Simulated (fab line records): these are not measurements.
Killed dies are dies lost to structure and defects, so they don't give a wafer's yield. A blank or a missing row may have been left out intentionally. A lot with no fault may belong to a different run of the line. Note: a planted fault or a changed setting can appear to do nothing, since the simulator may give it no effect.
The tool behind it: which one? / flow berkeley-cmos170 / 42 wafers sampled from 14 lots at 1 step of a route of 331

## WHAT EACH GAUGE READ, for each wafer
Not one reading of a measure or inspect step in the record can be checked against a usual standard deviation.

## WHAT TOOL EACH LOT RAN ON (gives the tool, then ch and the chambers of the sampled wafers, and finally the start)
lot=L441; UCB170_CONTACT_ETCH_18=rie-diel-02 ch 0,3, day 7 17:00
lot=L440; UCB170_CONTACT_ETCH_18=rie-diel-03 ch 0,2,3, day 7 17:00
lot=L444; UCB170_CONTACT_ETCH_18=rie-diel-03 ch 0,1, day 8 02:00
lot=L446; UCB170_CONTACT_ETCH_18=rie-diel-02 ch 0,1,3, day 8 04:00
lot=L443; UCB170_CONTACT_ETCH_18=rie-diel-03 ch 0,1, day 8 04:00
lot=L445; UCB170_CONTACT_ETCH_18=rie-diel-01 ch 1,2, day 8 07:00
lot=L449; UCB170_CONTACT_ETCH_18=rie-diel-01 ch 2,3, day 8 13:00
lot=L448; UCB170_CONTACT_ETCH_18=rie-diel-03 ch 0,1,2, day 8 15:00
lot=L451; UCB170_CONTACT_ETCH_18=rie-diel-01 ch 1,3, day 9 04:00
lot=L452; UCB170_CONTACT_ETCH_18=rie-diel-03 ch 0,1,3, day 9 21:00
lot=L453; UCB170_CONTACT_ETCH_18=rie-diel-01 ch 1,3, day 9 21:00
lot=L455; UCB170_CONTACT_ETCH_18=rie-diel-02 ch 1,2,3, day 10 05:00
lot=L459; UCB170_CONTACT_ETCH_18=rie-diel-01 ch 0,1,2, day 11 06:00
lot=L460; UCB170_CONTACT_ETCH_18=rie-diel-02 ch 0,1,2, day 11 06:00
- UCB170_CONTACT_ETCH_18: etches PSG in CHF3/CF4/Ar, stops on TiSi2, target depth 840 nm, time 195 s.

## AS READ BY THE TOOLS THEMSELVES (means over the sampled wafers that have a number; for cases with no such wafer, the mark the record gives instead)
UCB170_CONTACT_ETCH_18. Usual: cf4-flow-sccm 15.00 sccm, standard deviation 0.047; drypump-motor-current-A 5.8 A, standard deviation 0.45; oes-product-au 0.892 a.u., standard deviation 0.015; rf-fwd-power-W 697.5 W, standard deviation 2.1; throttle-valve-pct 6.87 %, standard deviation 0.13.
lot=L441; tool=rie-diel-02; cf4-flow-sccm (sccm)=15.03; drypump-motor-current-A (A)=6.1; oes-product-au (a.u.)=0.877; rf-fwd-power-W (W)=698.8; throttle-valve-pct (%)=6.90; flag=
lot=L440; tool=rie-diel-03; cf4-flow-sccm (sccm)=15.00; drypump-motor-current-A (A)=6.3; oes-product-au (a.u.)=0.891; rf-fwd-power-W (W)=697.0; throttle-valve-pct (%)=6.77; flag=
lot=L444; tool=rie-diel-03; cf4-flow-sccm (sccm)=15.04; drypump-motor-current-A (A)=5.5; oes-product-au (a.u.)=0.900; rf-fwd-power-W (W)=696.9; throttle-valve-pct (%)=6.94; flag=
lot=L446; tool=rie-diel-02; cf4-flow-sccm (sccm)=14.97; drypump-motor-current-A (A)=5.9; oes-product-au (a.u.)=0.881; rf-fwd-power-W (W)=698.0; throttle-valve-pct (%)=6.86; flag=
lot=L443; tool=rie-diel-03; cf4-flow-sccm (sccm)=14.95; drypump-motor-current-A (A)=6.1; oes-product-au (a.u.)=0.886; rf-fwd-power-W (W)=698.0; throttle-valve-pct (%)=6.82; flag=
lot=L445; tool=rie-diel-01; cf4-flow-sccm (sccm)=14.98; drypump-motor-current-A (A)=5.9; oes-product-au (a.u.)=0.895; rf-fwd-power-W (W)=700.0; throttle-valve-pct (%)=7.09; flag=
lot=L449; tool=rie-diel-01; cf4-flow-sccm (sccm)=15.00; drypump-motor-current-A (A)=5.6; oes-product-au (a.u.)=0.906; rf-fwd-power-W (W)=698.1; throttle-valve-pct (%)=6.95; flag=
lot=L448; tool=rie-diel-03; cf4-flow-sccm (sccm)=15.00; drypump-motor-current-A (A)=6.0; oes-product-au (a.u.)=0.888; rf-fwd-power-W (W)=698.4; throttle-valve-pct (%)=6.86; flag=
lot=L451; tool=rie-diel-01; cf4-flow-sccm (sccm)=14.99; drypump-motor-current-A (A)=5.5; oes-product-au (a.u.)=0.907; rf-fwd-power-W (W)=698.0; throttle-valve-pct (%)=6.95; flag=
lot=L452; tool=rie-diel-03; cf4-flow-sccm (sccm)=15.01; drypump-motor-current-A (A)=5.8; oes-product-au (a.u.)=0.912; rf-fwd-power-W (W)=698.5; throttle-valve-pct (%)=6.83; flag=
lot=L453; tool=rie-diel-01; cf4-flow-sccm (sccm)=15.05; drypump-motor-current-A (A)=5.5; oes-product-au (a.u.)=0.907; rf-fwd-power-W (W)=696.4; throttle-valve-pct (%)=6.89; flag=
lot=L455; tool=rie-diel-02; cf4-flow-sccm (sccm)=15.03; drypump-motor-current-A (A)=5.7; oes-product-au (a.u.)=0.693; rf-fwd-power-W (W)=698.5; throttle-valve-pct (%)=6.85; flag=OFF
lot=L459; tool=rie-diel-01; cf4-flow-sccm (sccm)=15.00; drypump-motor-current-A (A)=5.9; oes-product-au (a.u.)=0.894; rf-fwd-power-W (W)=696.4; throttle-valve-pct (%)=6.98; flag=
lot=L460; tool=rie-diel-02; cf4-flow-sccm (sccm)=15.00; drypump-motor-current-A (A)=5.9; oes-product-au (a.u.)=0.696; rf-fwd-power-W (W)=698.9; throttle-valve-pct (%)=6.81; flag=OFF

## THE ANSWER, worked out from the rows above alone
Rule: take the mean of a lot's wafers that have a number; if it is more than 3 standard deviations from the usual mean, the lot is off. Also off: a lot with no number at a reading for which 4 or more lots have one. All remaining lots with rows at the step are treated as sound. The gauges are gone through in route order, then the tools' own readings, and for those a lot's mean is taken as printed above. At the first step where some lot is off, the reading lying furthest off is the one used; lots without a number count as furthest.
Off: L455, L460, at UCB170_CONTACT_ETCH_18 (oes-product-au).
A tool fits if, at that step or a process step before it, it ran every lot that is off, and no sound lot after the first of them. One fits: UCB170_CONTACT_ETCH_18 on rie-diel-02. Its last sound lot is L446 (day 8 04:00), its first lot that is off L455 (day 10 05:00): a fault that began between those two fits.
On the lots that are off, the tool's own readings at UCB170_CONTACT_ETCH_18 differ by more than 5 times the standard deviation of the sound lots' means, which bears it out; oes-product-au reads 0.694 a.u. there versus 0.895 a.u. on the sound lots.

## WHAT THE SIMULATOR PUT IN
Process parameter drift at UCB170_CONTACT_ETCH_18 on rie-diel-02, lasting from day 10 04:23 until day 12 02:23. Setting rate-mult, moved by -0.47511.
Lots struck among those shown: L455, L460. The rule above reached the same finding.
